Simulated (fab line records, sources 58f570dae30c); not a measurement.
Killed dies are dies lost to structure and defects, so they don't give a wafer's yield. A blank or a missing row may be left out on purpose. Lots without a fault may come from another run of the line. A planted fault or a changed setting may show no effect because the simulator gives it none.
Which tool did it? | flow berkeley_cmos170 | 14 lots, 42 wafers sampled, at 5 steps of a route of 331

WHAT THE GAUGES READ, wafer by wafer
UCB170_FIELD_THK_MEAS_02.
lot  | measured     | on            | FIELD_OXIDE_THK (nm)
L931 | day 5 02:41  | film_metro-01 | 566 562 556
L932 | day 5 15:46  | film_metro-01 | 556 554 552
L933 | day 5 15:46  | film_metro-04 | 560 554 557
L934 | day 6 04:47  | film_metro-02 | 560 556 557
L935 | day 6 04:47  | film_metro-01 | 565 564 559
L937 | day 7 01:14  | film_metro-01 | 571 578 569
L940 | day 7 06:02  | film_metro-02 | 587 593 591
L943 | day 7 16:29  | film_metro-02 | 575 579 582
L941 | day 7 16:29  | film_metro-04 | 552 550 544
L945 | day 8 04:35  | film_metro-01 | 564 565 561
L946 | day 8 04:35  | film_metro-02 | 582 574 578
L954 | day 10 01:59 | film_metro-04 | 551 564 552
L953 | day 10 02:00 | film_metro-02 | 577 572 562
L952 | day 10 02:02 | film_metro-04 | 559 564 559

UCB170_NVT_TW_MEAS_09.
lot  | measured     | on            | NVT_TW
L931 | day 6 06:54  | film_metro-02 | 529.5 529.3 531.3
L932 | day 6 19:00  | film_metro-02 | 529.0 528.5 528.3
L933 | day 6 19:17  | film_metro-02 | 526.0 525.2 526.4
L934 | day 7 10:40  | film_metro-02 | 525.8 526.8 525.2
L935 | day 7 10:55  | film_metro-01 | 522.9 521.9 522.4
L937 | day 8 03:32  | film_metro-03 | 520.2 523.2 523.7
L940 | day 8 10:02  | film_metro-01 | 526.2 523.2 524.4
L943 | day 8 19:18  | film_metro-03 | 30.0 29.9 29.9
L941 | day 8 19:02  | film_metro-03 | 29.9 30.0 29.9
L945 | day 9 07:06  | film_metro-03 | 525.3 521.0 521.8
L946 | day 9 07:23  | film_metro-03 | 521.2 521.2 523.0
L954 | day 11 12:10 | film_metro-03 | 525.2 524.5 522.4
L953 | day 11 12:26 | film_metro-01 | 522.7 523.2 522.0
L952 | day 11 11:53 | film_metro-01 | 522.8 521.6 524.8

UCB170_PVT_TW_MEAS_09.
lot  | measured     | on            | PVT_TW
L931 | day 6 10:28  | film_metro-01 | 509.8 504.8 505.7
L932 | day 6 20:26  | film_metro-01 | 508.5 505.1 507.3
L933 | day 6 20:59  | film_metro-02 | 511.4 509.1 509.6
L934 | day 7 12:10  | film_metro-01 | 508.2 506.5 505.1
L935 | day 7 12:37  | film_metro-02 | 511.3 511.2 509.7
L937 | day 8 07:26  | film_metro-01 | 506.6 508.0 506.6
L940 | day 8 11:35  | film_metro-01 | 505.5 507.3 505.4
L943 | day 8 21:38  | film_metro-02 | 509.5 509.8 508.3
L941 | day 8 20:59  | film_metro-04 | 508.6 506.2 505.1
L945 | day 9 08:35  | film_metro-04 | 512.3 513.1 511.8
L946 | day 9 09:04  | film_metro-01 | 503.1 505.0 503.0
L954 | day 11 14:31 | film_metro-04 | 512.8 511.0 511.0
L953 | day 11 14:41 | film_metro-01 | 506.5 505.4 504.4
L952 | day 11 14:22 | film_metro-01 | 507.2 504.6 507.0

UCB170_GATE_THK_MEAS_05.
lot  | measured     | on            | GATE_POLY_THK (nm)
L931 | day 6 23:14  | film_metro-04 | 219.0 218.5 218.5
L932 | day 7 10:35  | film_metro-04 | 211.4 211.5 213.8
L933 | day 7 10:36  | film_metro-03 | 218.1 215.8 216.3
L934 | day 8 02:53  | film_metro-03 | 216.4 216.4 218.1
L935 | day 8 02:53  | film_metro-01 | 212.4 214.2 213.7
L937 | day 8 21:23  | film_metro-03 | 212.0 213.7 211.5
L940 | day 8 21:27  | film_metro-03 | 210.8 210.2 211.4
L943 | day 9 12:48  | film_metro-03 | 210.3 209.4 209.3
L941 | day 9 12:48  | film_metro-01 | 214.8 214.6 214.3
L945 | day 10 00:23 | film_metro-04 | 210.2 210.5 210.2
L946 | day 10 00:23 | film_metro-03 | 214.0 214.5 212.6
L954 | day 12 08:07 | film_metro-03 | 215.4 216.8 215.4
L953 | day 12 08:03 | film_metro-01 | 215.9 215.3 216.5
L952 | day 12 08:03 | film_metro-03 | 215.0 211.8 213.1

WHICH TOOL RAN EACH LOT (tool, then ch and the chambers of the sampled wafers, then the start)
lot  | UCB170_NVT_DEVELOP_05
L931 | litho_track-04 ch 0, day 6 06:00
L932 | litho_track-04 ch 0, day 6 18:00
L933 | litho_track-02 ch 0, day 6 18:00
L934 | litho_track-01 ch 0, day 7 10:00
L935 | litho_track-02 ch 0, day 7 10:00
L937 | litho_track-02 ch 0, day 8 03:00
L940 | litho_track-04 ch 0, day 8 09:00
L943 | litho_track-02 ch 0, day 8 18:00
L941 | litho_track-02 ch 0, day 8 18:00
L945 | litho_track-01 ch 0, day 9 06:00
L946 | litho_track-04 ch 0, day 9 06:00
L954 | litho_track-01 ch 0, day 11 11:00
L953 | litho_track-01 ch 0, day 11 12:00
L952 | litho_track-01 ch 0, day 11 11:00
- UCB170_NVT_DEVELOP_05: develop time 45 s.

WHAT THE TOOLS THEMSELVES READ (means of the sampled wafers that have a number; where no wafer has one, the mark that the record gives instead)
UCB170_NVT_DEVELOP_05.
lot  | tool           | developer_temp_C (C)
L931 | litho_track-04 | 20.87
L932 | litho_track-04 | 20.96
L933 | litho_track-02 | 21.01
L934 | litho_track-01 | 21.10
L935 | litho_track-02 | 21.12
L937 | litho_track-02 | 20.95
L940 | litho_track-04 | 21.15
L943 | litho_track-02 | 21.07
L941 | litho_track-02 | 20.93
L945 | litho_track-01 | 21.01
L946 | litho_track-04 | 20.79
L954 | litho_track-01 | 20.90
L953 | litho_track-01 | 20.96
L952 | litho_track-01 | 21.05

THE ANSWER, worked out from the rows above alone
Rule: what is usual is taken from the lots themselves. Put in order of their means at a reading, lots are off if they are a third of the lots or fewer, leave a main group of 4 or more, and stand apart from it by a gap of 3 or more times the standard deviation of the main group's means; of several such gaps the widest counts. A main group whose means are all the same, to the digits that the tables above print for the reading, isn't used. A lot without any number at a reading at which 4 lots or more have one is off too. The other lots that the step has rows for count as sound. The gauges are gone through in route order, then the tools' own readings, and for those a lot's mean is taken as printed above. The first step at which some lot is off is used, and at that step the reading that is off furthest; a lot without a number counts as furthest.
Off: L943, L941, at UCB170_NVT_TW_MEAS_09 (NVT_TW). The main group: mean 524.5, standard deviation 2.5.
A tool fits if, at a process step before that reading, it ran every lot that is off, and no sound lot after the first of them. The gauges at UCB170_NVT_TW_MEAS_09 are tried like those tools. One fits: litho_track-02 at UCB170_NVT_DEVELOP_05. Its last sound lot is L937 (day 8 03:00), its first lot that is off L941 (day 8 18:00): a fault that began between those two fits.

WHAT THE SIMULATOR HAD PUT IN
Process parameter drift: litho_track-02, from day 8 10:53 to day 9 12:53, at UCB170_NVT_DEVELOP_05. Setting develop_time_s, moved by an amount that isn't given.
Lots struck among those shown: L943, L941. The rule above found the same.
